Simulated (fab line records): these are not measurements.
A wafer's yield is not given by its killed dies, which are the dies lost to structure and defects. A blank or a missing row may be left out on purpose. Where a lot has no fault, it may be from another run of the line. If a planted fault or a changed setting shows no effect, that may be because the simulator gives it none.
Comparing a struck lot with a sound one / flow rit cmos / 26 steps out of a route of 202
Sound: wafers L226.1, L226.3, L226.4. Wafers L229.2, L229.4, L229.6 were the ones struck. Last of all comes the cause.
At each step with rows: each side's tool, then ch and its chambers, then its first start. Under that, the readings that differ: sound wafers / struck wafers / difference of the means / sigmas: that difference in standard deviations of wafers without a fault.
alike: readings whose means differ by less than 2 such deviations, and words and numbers that are the same on both sides. not compared: withheld readings, readings that some wafer has no value for, bounds like >300 that may hide the same value, and numbers for which the record gives no deviation and whose values overlap.
Wherever a step has rows on one side only, a row that says differs or no value, or a row with sigmas, the two part there. Non-overlapping numbers with no deviation appear without sigmas and do not part them. A reading missing from all wafers of one side parts the sides only when that side holds two or more wafers.

first, 1 step without rows for these wafers: RIT_WELLDRIVE_ANNEAL_00 (time 14700 s).
RIT_WELLDRIVE_RS_MEAS_01: uses a four-point probe to measure.
  sound on film metro-04 at day 3 00:36; struck on film metro-03 at day 3 17:04
  alike: NWELL_RS
RIT_WELLDRIVE_RS_MEAS_02: uses a four-point probe to measure.
  sound on film metro-04 at day 3 00:43; struck on film metro-03 at day 3 17:11
  alike: PWELL_RS
then, 6 steps without rows for these wafers: RIT_NRETRO_HMDS_00 (prime time 60 s); RIT_NRETRO_COAT_01 (resist thk 1300 nm); RIT_NRETRO_SOFTBAKE_02 (time 60 s); RIT_NRETRO_EXPOSE_03 (exposes mask M4, target cd 43900 nm); RIT_NRETRO_PEB_04; RIT_NRETRO_DEVELOP_05 (develop time 68 s).
RIT_NRETRO_OVL_MEAS_06:
  sound on overlay-01 at day 3 01:50; struck on overlay-01 at day 3 18:20
  alike: NRETRO_OVL
then, 2 steps without rows for these wafers: RIT_NRETRO_HARDBAKE_07 (time 120 s); RIT_NRETRO_IMPLANT_08.
RIT_NRETRO_STRIP_09: strips in O2, time 180 s.
  sound on plasma asher-02 ch 0,1, day 3 02:17; struck on plasma asher-02 ch 0,1, day 3 18:46
  no value came back on the struck wafers for chamber pressure mTorr (mTorr), drypump motor current A (A); on the sound wafers chamber pressure mTorr (mTorr) reads 4002 4001 4000
reading=model.NOVOLAK_of_NRETRO_COAT_01.thk nm (nm); sound=0 0 0; struck=1140 1137 1138; difference=+1138; sigmas=
  not compared: rf hours counter h
RIT_NRETRO_TW_MEAS_10:
  sound on film metro-01 at day 3 02:27; struck on film metro-02 at day 3 18:58
  alike: NRETRO_TW
then, 6 steps without rows for these wafers: RIT_PRETRO_HMDS_00 (prime time 60 s); RIT_PRETRO_COAT_01 (resist thk 1300 nm); RIT_PRETRO_SOFTBAKE_02 (time 60 s); RIT_PRETRO_EXPOSE_03 (exposes mask M5, target cd 43700 nm); RIT_PRETRO_PEB_04; RIT_PRETRO_DEVELOP_05 (develop time 68 s).
RIT_PRETRO_OVL_MEAS_06:
  sound on overlay-02 at day 3 03:23; struck on overlay-02 at day 3 19:53
  alike: PRETRO_OVL
then, 2 steps without rows for these wafers: RIT_PRETRO_HARDBAKE_07 (time 120 s); RIT_PRETRO_IMPLANT_08.
RIT_PRETRO_STRIP_09: strips in O2, time 180 s.
  sound on plasma asher-01 ch 0,1, day 3 03:50; struck on plasma asher-04 ch 0,1, day 3 20:19
  alike: chamber pressure mTorr, drypump motor current A
  not compared: rf hours counter h
RIT_PRETRO_TW_MEAS_10:
  sound on film metro-01 at day 3 04:00; struck on film metro-02 at day 3 20:31
reading=PRETRO_TW; sound=474 476 475; struck=30 30 30; difference=-445; sigmas=-99 or more
then, 1 step without rows for these wafers: RIT_GATE_WET_ETCH_00 (etches SiO2 in BOE, target depth 56 nm, time 60 s).

== WHERE THEY PART ==
Last at RIT_PRETRO_TW_MEAS_10 as far as this record goes, first at RIT_NRETRO_STRIP_09.

WHY: what had been put in by the simulator
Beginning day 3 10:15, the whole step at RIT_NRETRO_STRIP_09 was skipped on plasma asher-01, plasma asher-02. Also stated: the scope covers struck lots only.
